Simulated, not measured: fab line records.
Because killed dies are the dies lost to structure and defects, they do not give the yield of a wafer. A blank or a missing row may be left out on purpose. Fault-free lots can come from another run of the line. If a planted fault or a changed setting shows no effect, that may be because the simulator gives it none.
Split-lot study + flow berkeleyCmos170 + 5 lots, 23 wafers read, on a route of 331 steps

== THE SPLIT ITSELF ==
At UCB170_NWELL_IMPLANT_14, the setting energyKev was moved away from the recipe's 150 on 11 of the 23 wafers read, by -3.3% to +2.8%. For the rest of the wafers, this setting stayed at what the recipe calls for.

Reading taken at the split's own step.

== THE READING ==
In nm, at UCB170_NWELL_IMPLANT_14: implant.drpNm, which is the simulator's own figure and was read by no gauge. There is no usual value for it anywhere in the file.

| wafer  | tool, chamber at the split | energyKev as run | against the recipe | implant.drpNm, nm | against lot-mates on the recipe |
|--------|----------------------------|------------------|--------------------|-------------------|---------------------------------|
| L074.1 | implanter-04, 0            | 150              | recipe             | 62.72             | -                               |
| L074.4 | implanter-04, 0            | 150              | recipe             | 62.72             | -                               |
| L074.5 | implanter-04, 0            | 150              | recipe             | 62.72             | -                               |
| L079.1 | implanter-01, 0            | 145              | -3.3%              | 61.09             | -1.63                           |
| L079.2 | implanter-01, 0            | 145              | -3.3%              | 61.09             | -1.63                           |
| L079.3 | implanter-01, 0            | 145              | -3.3%              | 61.09             | -1.63                           |
| L079.4 | implanter-01, 0            | 150              | recipe             | 62.72             | -                               |
| L079.6 | implanter-01, 0            | 150              | recipe             | 62.72             | -                               |
| L082.1 | implanter-02, 0            | 150              | recipe             | 62.72             | -                               |
| L082.3 | implanter-02, 0            | 150              | recipe             | 62.72             | -                               |
| L082.2 | implanter-02, 0            | 145.7            | -2.9%              | 61.32             | -1.40                           |
| L082.4 | implanter-02, 0            | 145.7            | -2.9%              | 61.32             | -1.40                           |
| L082.5 | implanter-02, 0            | 145.7            | -2.9%              | 61.32             | -1.40                           |
| L081.1 | implanter-01, 0            | 150              | recipe             | 62.72             | -                               |
| L081.6 | implanter-01, 0            | 150              | recipe             | 62.72             | -                               |
| L081.2 | implanter-01, 0            | 154.2            | +2.8%              | 64.04             | +1.32                           |
| L081.3 | implanter-01, 0            | 154.2            | +2.8%              | 64.04             | +1.32                           |
| L081.5 | implanter-01, 0            | 154.2            | +2.8%              | 64.04             | +1.32                           |
| L084.1 | implanter-02, 0            | 150              | recipe             | 62.72             | -                               |
| L084.2 | implanter-02, 0            | 150              | recipe             | 62.72             | -                               |
| L084.6 | implanter-02, 0            | 150              | recipe             | 62.72             | -                               |
| L084.3 | implanter-02, 0            | 153.1            | +2.1%              | 63.7              | +0.98                           |
| L084.4 | implanter-02, 0            | 153.1            | +2.1%              | 63.7              | +0.98                           |

THE FIT
A straight line over all 23 wafers: implant.drpNm changes by +0.482 nm for each +1% of energyKev; r = +1.00; the points scatter about the line by 0.012 nm.
The same after taking each lot's own level away (the mean of its wafers on the recipe; 23 wafers): +0.482 nm for each +1%; r = +1.00; scatter 0.012 nm.
On that fit, the largest move of energyKev shifts the reading by 1.6 nm.
The lots' own levels span 62.720 to 62.720 nm.
The two slopes agree, so the slope changes little with the lot-to-lot level.
Check: for one of the wafers moved furthest among these (-3.3%), held out of the fit, the line's prediction against its lot-mates is -1.62 nm. It came out at -1.63 nm against them.

== THESE WAFERS: OTHER SPLITS ==
Before the reading, these wafers also passed through other splits. Each is held against what the fit with the lots' levels taken away leaves over:
| other split on the same wafers    | wafers away from the commonest value | r with implant.drpNm (lot level and that fit taken away) |
|-----------------------------------|--------------------------------------|----------------------------------------------------------|
| UCB170_NWELL_OXIDATION_01 oxTimeS | 10                                   | -0.30                                                    |

== THE WHOLE CHAIN: every reading that the file lists as answering this split, in the file's order ==
| step                    | what it does | reading                                                        | change (the file's fit)               | r (the file's) |
|-------------------------|--------------|----------------------------------------------------------------|---------------------------------------|----------------|
| UCB170_NWELL_IMPLANT_14 |              | implant.rpNm (the simulator's own value, which no gauge read)  | +1.92 nm for each +1% of the setting  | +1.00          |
| UCB170_NWELL_IMPLANT_14 |              | implant.drpNm (the simulator's own value, which no gauge read) | +0.483 nm for each +1% of the setting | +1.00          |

== FILE'S OWN FIT ==
implant.drpNm changes by +0.483 nm for each +1% of energyKev, r = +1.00.
